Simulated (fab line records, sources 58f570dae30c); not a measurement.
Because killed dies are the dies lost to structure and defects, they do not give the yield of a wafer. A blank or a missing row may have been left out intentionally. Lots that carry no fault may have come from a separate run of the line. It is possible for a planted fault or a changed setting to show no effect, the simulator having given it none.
Split-lot study	flow berkeley_cmos170	route with 331 steps; 5 lots, 23 wafers read

## THE SPLIT
At UCB170_PWELL_IMPLANT_15, the setting energy_kev was moved away from the recipe's 60 on 4 of the 23 wafers read, by -4.9% to +2.0%. All remaining wafers had this setting at the recipe value.

The reading is taken at the split's own step.

## THE READING
The simulator's own value implant.drp_nm, read by no gauge, in nm at UCB170_PWELL_IMPLANT_15. The file does not state a usual value for it.

wafer	tool, chamber at the split	energy_kev as run	against the recipe	implant.drp_nm, nm	against lot-mates on the recipe
L074.1	implanter-02, 0	60	recipe	64.7	-
L074.5	implanter-02, 0	60	recipe	64.7	-
L074.6	implanter-02, 0	60	recipe	64.7	-
L076.1	implanter-01, 0	60	recipe	64.7	-
L076.3	implanter-01, 0	60	recipe	64.7	-
L076.4	implanter-01, 0	60	recipe	64.7	-
L076.5	implanter-01, 0	60	recipe	64.7	-
L076.6	implanter-01, 0	60	recipe	64.7	-
L083.1	implanter-03, 0	57.03	-4.9%	62.97	-1.73
L083.4	implanter-03, 0	57.03	-4.9%	62.97	-1.73
L083.3	implanter-03, 0	60	recipe	64.7	-
L083.5	implanter-03, 0	60	recipe	64.7	-
L083.6	implanter-03, 0	60	recipe	64.7	-
L085.1	implanter-01, 0	60	recipe	64.7	-
L085.2	implanter-01, 0	60	recipe	64.7	-
L085.4	implanter-01, 0	60	recipe	64.7	-
L085.5	implanter-01, 0	60	recipe	64.7	-
L085.6	implanter-01, 0	60	recipe	64.7	-
L084.1	implanter-03, 0	61.21	+2.0%	65.38	+0.68
L084.6	implanter-03, 0	61.21	+2.0%	65.38	+0.68
L084.2	implanter-03, 0	60	recipe	64.7	-
L084.4	implanter-03, 0	60	recipe	64.7	-
L084.5	implanter-03, 0	60	recipe	64.7	-

THE FIT
A straight line over all 23 wafers: implant.drp_nm changes by +0.347 nm for each +1% of energy_kev; r = +1.00; the points scatter about the line by 0.0065 nm.
The same after taking each lot's own level away (the mean of its wafers on the recipe; 23 wafers): +0.347 nm for each +1%; r = +1.00; scatter 0.0065 nm.
That fit puts the effect of the largest move of energy_kev on the reading at 1.7 nm.
The lots' own levels span 64.700 to 64.700 nm.
So the lot-to-lot level changes the slope little: the two slopes agree.
Check: -1.72 nm against its lot-mates is what the line predicts for one of the wafers moved furthest among these (-4.9%) when that wafer is left out of the fit. Against them it came out at -1.73 nm.

## OTHER SPLITS APPLIED TO THESE WAFERS
Before the reading, these wafers also passed through other splits. Each is held against what the fit with the lots' levels taken away leaves over:
other split on the same wafers	wafers away from the commonest value	r with implant.drp_nm (lot level and that fit taken away)
UCB170_ZERO_COAT_01 spin_rpm	9	-0.04
UCB170_NWELL_CVD_04 pressure_mtorr	18	+0.00
UCB170_NWELL_COAT_07 resist_thk_nm	3	+0.17
UCB170_PWELL_CVD_05 temp_c	13	-0.44

## THE WHOLE CHAIN: every reading that the file lists as answering this split, in the file's order
step	what it does	reading	change (the file's fit)	r (the file's)
UCB170_PWELL_IMPLANT_15		implant.rp_nm (the simulator's own value, which no gauge read)	+1.73 nm for each +1% of the setting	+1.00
UCB170_PWELL_IMPLANT_15		implant.drp_nm (the simulator's own value, which no gauge read)	+0.348 nm for each +1% of the setting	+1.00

## THE FILE'S OWN FIT
implant.drp_nm changes by +0.348 nm for each +1% of energy_kev, r = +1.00.
